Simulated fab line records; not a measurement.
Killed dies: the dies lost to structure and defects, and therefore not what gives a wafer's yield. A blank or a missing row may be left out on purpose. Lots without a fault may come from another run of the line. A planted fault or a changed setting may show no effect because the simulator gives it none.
fab line records    flow berkeley-cmos170
record: lots: 14  wafers: 42  last-day: 12
route steps=331 shown NWELL@28 M2@278 V2@308
lots that met no fault: from a run of the same line without faults
start-h: hours from the record's opening day to when the first of the lot's shown wafers began    wait-h: hours from the lot's prior step to this one    " same as the row above    L1.1+2: one row covering several wafers at once    - no value, or no start was given    * or withheld: withheld    < > ~ a bound
route shown NAME@n: NAME is a module with steps in the file, n the number in the route of the first one    usual: the fault-free wafers' mean and standard deviation    same: alike in all rows    chamber/n: place in a boat    sites: readings site by site    _std_site: standard deviation of those values    _edge_site: inner sites' mean taken away from outer sites' mean    radius-mm: for every site, how far away it sits from the centre of the wafer    mask NAME#n: copy n    behind: the most recent tool/chamber to have shaped the wafer    hold: the reason the lot was held/the length of the hold in hours/how it ended    device: the n, p or np transistor that did not switch    end of line: the tests these same wafers got at the end of their route    a step without rows: its recipe alone    killed: dies that structure and defects cost at the first sort, which is not the same as the wafer's yield    map: a wafer's dies, x killed, . not, _ none there
set.NAME: setting as actually run; set.NAME@STEP: the setting as run at that earlier step    model.NAME: the simulator's own value behind a step, which no gauge read
a sample of lots followed through the steps of the route, with each step as a table and each wafer as a row
services: from which hour (start-h, from the record's first day; less than 0 if before it) a tool's chamber was out of use, for how many hours, and why
== steps ==
step: UCB170_NWELL_IMPLANT_14
recipe: species: P  dose-cm2: 1e+13  energy-kev: 150  tilt-deg: 7
usual: dose-ions-cm2: 1.0002e+13/1.2e+10  faraday-current-uA: 31.7/0.61
lot.wafer  tool          chamber  start-h  wait-h  dose-ions-cm2  faraday-current-uA
L463.2     implanter-03  0        32.26    0.1     9.994e+12      32.1
L463.5     "             0        "        "       1.0003e+13     32.1
L463.6     "             0        "        "       1.0001e+13     32.1
L464.1     implanter-04  0        42.75    0.1     1.002e+13      31.8
L464.3     "             0        "        "       9.983e+12      32.0
L464.4     "             0        "        "       1.0009e+13     31.5
L466.3     implanter-04  0        50.29    0.1     1.002e+13      31.4
L466.5     "             0        "        "       1.0007e+13     31.9
L466.6     "             0        "        "       1.0005e+13     30.7
L467.3     implanter-03  0        50.37    0.1     9.988e+12      32.4
L467.5     "             0        "        "       1.0024e+13     32.0
L467.6     "             0        "        "       1e+13          31.4
L468.1     implanter-03  0        66.50    0.1     1.0008e+13     32.0
L468.2     "             0        "        "       9.976e+12      31.0
L468.6     "             0        "        "       9.968e+12      30.8
L469.1     implanter-01  0        71.84    0.1     9.991e+12      30.9
L469.5     "             0        "        "       1.002e+13      32.4
L469.6     "             0        "        "       9.993e+12      31.5
L471.1     implanter-03  0        80.13    0.1     1.0009e+13     30.6
L471.3     "             0        "        "       1.0003e+13     31.1
L471.6     "             0        "        "       1.0006e+13     32.4
L472.4     implanter-03  0        89.11    0.1     1.0024e+13     31.3
L472.5     "             0        "        "       1.0027e+13     31.9
L472.6     "             0        "        "       1.0012e+13     32.2
L473.2     implanter-04  0        89.54    0.1     1.0005e+13     30.7
L473.3     "             0        "        "       1.0011e+13     31.2
L473.4     "             0        "        "       1.0013e+13     31.7
L474.2     implanter-03  0        99.37    0.1     1.0025e+13     32.0
L474.4     "             0        "        "       1.0008e+13     31.8
L474.5     "             0        "        "       1.0008e+13     32.2
L476.2     implanter-01  0        105.15   0.1     9.996e+12      31.0
L476.4     "             0        "        "       9.992e+12      31.7
L476.5     "             0        "        "       9.988e+12      31.4
L479.3     implanter-03  0        115.60   0.1     1.0021e+13     32.2
L479.4     "             0        "        "       1.0007e+13     30.8
L479.6     "             0        "        "       1.0019e+13     30.3
L481.2     implanter-03  0        130.07   0.1     1.4201e+13     44.2
L481.3     "             0        "        "       1.4195e+13     45.6
L481.4     "             0        "        "       1.4192e+13     45.9
L482.2     implanter-03  0        138.53   0.1     1.4205e+13     44.9
L482.3     "             0        "        "       1.4202e+13     45.2
L482.4     "             0        "        "       1.4214e+13     44.9
step: UCB170_NWELL_TW_MEAS_16
usual: NWELL_TW: 1263/15
lot.wafer  tool           chamber  start-h  wait-h  NWELL_TW
L463.2     film-metro-02  -        32.49    0.1     1271
L463.5     "              -        "        "       1277
L463.6     "              -        "        "       1275
L464.1     film-metro-04  -        43.00    0.1     1241
L464.3     "              -        "        "       1239
L464.4     "              -        "        "       1252
L466.3     film-metro-02  -        50.51    0.1     1279
L466.5     "              -        "        "       1274
L466.6     "              -        "        "       1282
L467.3     film-metro-04  -        50.59    0.1     1237
L467.5     "              -        "        "       1244
L467.6     "              -        "        "       1247
L468.1     film-metro-04  -        66.75    0.1     1241
L468.2     "              -        "        "       1248
L468.6     "              -        "        "       1245
L469.1     film-metro-04  -        72.09    0.1     1256
L469.5     "              -        "        "       1257
L469.6     "              -        "        "       1253
L471.1     film-metro-02  -        80.41    0.1     1274
L471.3     "              -        "        "       1281
L471.6     "              -        "        "       1274
L472.4     film-metro-02  -        89.75    0.5     1282
L472.5     "              -        "        "       1285
L472.6     "              -        "        "       1285
L473.2     film-metro-02  -        89.79    0.1     1276
L473.3     "              -        "        "       1276
L473.4     "              -        "        "       1272
L474.2     film-metro-02  -        99.60    0.1     1277
L474.4     "              -        "        "       1282
L474.5     "              -        "        "       1269
L476.2     film-metro-04  -        105.39   0.1     1253
L476.4     "              -        "        "       1251
L476.5     "              -        "        "       1248
L479.3     film-metro-04  -        115.82   0.1     1250
L479.4     "              -        "        "       1248
L479.6     "              -        "        "       1249
L481.2     film-metro-02  -        130.30   0.1     1441
L481.3     "              -        "        "       1437
L481.4     "              -        "        "       1429
L482.2     film-metro-04  -        138.77   0.1     1399
L482.3     "              -        "        "       1400
L482.4     "              -        "        "       1393
step: UCB170_M2_STRIP_07
recipe: chemistry: O2  power-w: 400  pressure-mtorr: 3500  platen-temp-c: withheld  o2-flow-sccm: 400  overash-fraction: 0.5
usual: drypump-motor-current-A: 6.07/0.27  oes-product-au: 0.735/0.0048  strip-time-to-endpoint-s: 21.97/0.054
lot.wafer  tool             chamber  start-h  wait-h  drypump-motor-current-A  oes-product-au  rf-hours-counter-h  strip-time-to-endpoint-s
L463.2     plasma-asher-01  1        185.85   0.1     6.33                     0.736           42                  21.93
L463.5     "                0        "        "       6.22                     0.740           -                   21.91
L463.6     "                1        "        "       6.36                     0.737           -                   21.93
L464.1     plasma-asher-01  0        204.17   0.1     6.20                     0.740           44                  21.94
L464.3     "                0        "        "       6.22                     0.735           -                   22.01
L464.4     "                1        "        "       6.40                     0.733           -                   21.99
L467.3     plasma-asher-01  1        205.69   0.1     6.33                     0.729           -                   21.99
L467.5     "                0        "        "       6.21                     0.733           -                   21.98
L467.6     "                1        "        "       6.35                     0.728           -                   21.97
L466.3     plasma-asher-04  1        206.26   0.1     6.02                     0.730           -                   21.86
L466.5     "                1        "        "       6.00                     0.739           -                   21.92
L466.6     "                0        "        "       5.74                     0.731           -                   21.91
L468.1     plasma-asher-01  0        214.81   0.1     6.20                     0.731           45                  21.99
L468.2     "                1        "        "       6.42                     0.731           45                  21.95
L468.6     "                1        "        "       6.37                     0.737           -                   22.01
L471.1     plasma-asher-03  1        230.40   0.1     5.72                     0.741           11                  21.92
L471.3     "                1        "        "       5.70                     0.740           -                   22.04
L471.6     "                0        "        "       6.43                     0.736           -                   21.93
L469.1     plasma-asher-04  0        230.47   0.1     5.72                     0.741           50                  22.06
L469.5     "                1        "        "       5.99                     0.736           -                   22.05
L469.6     "                0        "        "       5.72                     0.741           -                   22.05
L472.4     plasma-asher-04  1        234.66   0.1     6.00                     0.729           -                   21.93
L472.5     "                1        "        "       6.02                     0.741           -                   21.91
L472.6     "                0        "        "       5.73                     0.724           -                   21.97
L473.2     plasma-asher-04  0        238.90   0.1     5.73                     0.740           51                  21.97
L473.3     "                0        "        "       5.72                     0.733           -                   21.96
L473.4     "                1        "        "       6.01                     0.734           -                   22.00
L474.2     plasma-asher-03  0        244.62   0.1     6.43                     0.734           13                  21.98
L474.4     "                0        "        "       6.44                     0.732           -                   22.03
L474.5     "                1        "        "       5.76                     0.738           -                   22.01
L476.2     plasma-asher-03  1        255.16   0.1     5.75                     0.734           14                  22.04
L476.4     "                1        "        "       5.76                     0.743           -                   22.01
L476.5     "                1        "        "       5.74                     0.733           -                   22.01
L479.3     plasma-asher-04  1        258.88   0.1     5.97                     0.747           -                   21.92
L479.4     "                0        "        "       5.71                     0.737           -                   22.03
L479.6     "                1        "        "       6.01                     0.733           -                   21.97
L481.2     plasma-asher-04  1        263.26   0.1     6.01                     0.741           54                  21.95
L481.3     "                0        "        "       5.72                     0.740           -                   21.95
L481.4     "                1        "        "       6.01                     0.745           -                   21.93
L482.2     plasma-asher-01  0        287.91   0.1     6.19                     0.737           54                  22.08
L482.3     "                0        "        "       6.22                     0.744           -                   22.11
L482.4     "                1        "        "       6.36                     0.736           -                   22.13
step: UCB170_V2_CD_MEAS_90
recipe: target-cd-nm: 700
usual: cd-nm: 700.3/1.4
lot.wafer  tool       chamber  start-h  wait-h  cd-nm
L463.2     cd-sem-01  -        192.15   0.1     701.5
L463.5     "          -        "        "       701.3
L463.6     "          -        "        "       700.4
L464.1     cd-sem-01  -        209.06   0.1     700.6
L464.3     "          -        "        "       701.7
L464.4     "          -        "        "       701.0
L467.3     cd-sem-02  -        210.88   0.1     701.0
L467.5     "          -        "        "       699.7
L467.6     "          -        "        "       700.7
L466.3     cd-sem-02  -        212.05   0.1     700.9
L466.5     "          -        "        "       702.2
L466.6     "          -        "        "       700.7
L468.1     cd-sem-02  -        218.99   0.1     701.5
L468.2     "          -        "        "       702.8
L468.6     "          -        "        "       702.1
L471.1     cd-sem-02  -        234.48   0.1     700.2
L471.3     "          -        "        "       698.2
L471.6     "          -        "        "       698.7
L469.1     cd-sem-02  -        235.38   0.1     700.1
L469.5     "          -        "        "       701.0
L469.6     "          -        "        "       698.5
L472.4     cd-sem-02  -        238.95   0.1     701.1
L472.5     "          -        "        "       700.4
L472.6     "          -        "        "       702.3
L473.2     cd-sem-02  -        243.23   0.1     700.4
L473.3     "          -        "        "       701.4
L473.4     "          -        "        "       700.9
L474.2     cd-sem-01  -        249.13   0.1     699.6
L474.4     "          -        "        "       700.9
L474.5     "          -        "        "       701.3
L476.2     cd-sem-02  -        259.59   0.1     698.8
L476.4     "          -        "        "       699.8
L476.5     "          -        "        "       700.6
L479.3     cd-sem-01  -        263.77   0.1     699.9
L479.4     "          -        "        "       701.1
L479.6     "          -        "        "       699.0
L481.2     cd-sem-01  -        269.83   0.1     698.3
L481.3     "          -        "        "       701.6
L481.4     "          -        "        "       700.6
L482.2     cd-sem-01  -        292.01   0.1     701.2
L482.3     "          -        "        "       702.2
L482.4     "          -        "        "       701.6
== services ==
tool             chamber  start-h  hours  kind
implanter-03     -        12.77    5.2    repair
plasma-asher-04  -        68.76    23.1   pm
implanter-04     -        77.47    1.9    repair
implanter-03     -        99.57    4.0    repair
plasma-asher-03  -        108.75   9.0    pm
plasma-asher-03  0        108.75   9.0    vent-cycle
plasma-asher-03  1        108.75   9.0    vent-cycle
plasma-asher-03  0        117.75   -      clean
plasma-asher-03  1        117.75   -      clean
plasma-asher-03  -        121.00   0.4    repair
implanter-03     -        126.92   1.9    pm
plasma-asher-04  -        169.08   2.8    pm
plasma-asher-03  -        172.13   2.8    pm
implanter-04     -        177.65   3.9    repair
plasma-asher-01  -        211.73   2.3    repair
implanter-01     -        226.04   2.4    pm
implanter-01     -        249.75   26.2   repair
implanter-03     -        256.64   2.3    pm
implanter-03     -        261.25   2.8    repair
implanter-01     -        286.39   12.3   pm
== key ==
first-sign: step: UCB170_NWELL_IMPLANT_14  reading: dose-ions-cm2  direction: up  sigmas: 99+  usual: 1.0002e+13  struck: 1.4202e+13
effect: step: UCB170_NWELL_IMPLANT_14  reading: faraday-current-uA  direction: up  sigmas: 22  usual: 31.7  struck: 45.1
effect: step: UCB170_NWELL_TW_MEAS_16  reading: NWELL_TW  direction: up  sigmas: 10  usual: 1263  struck: 1417
met-at UCB170_NWELL_IMPLANT_14
struck-lots L481,L482
tester-left-out L481,L482
not-acting-at UCB170_M2_STRIP_07,UCB170_V2_CD_MEAS_90
onset-between 115.60 130.07
fault: kind: process-parameter-drift  tool: implanter-03  chamber: -  onset-h: 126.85  steps: UCB170_NWELL_IMPLANT_14  channel: dose-cm2  offset: 4.2e+12  shape: step  end-h: 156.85  acts-in: these-recipes-only  stated: 1e+13
tester-left-out: of these lots the tester's yield and bins aren't shown, on N5 and GAA mostly nor the transistor test; their killed dies are dies lost to structure and defects alone, not to doping, threshold or leakage, so they don't give the yield
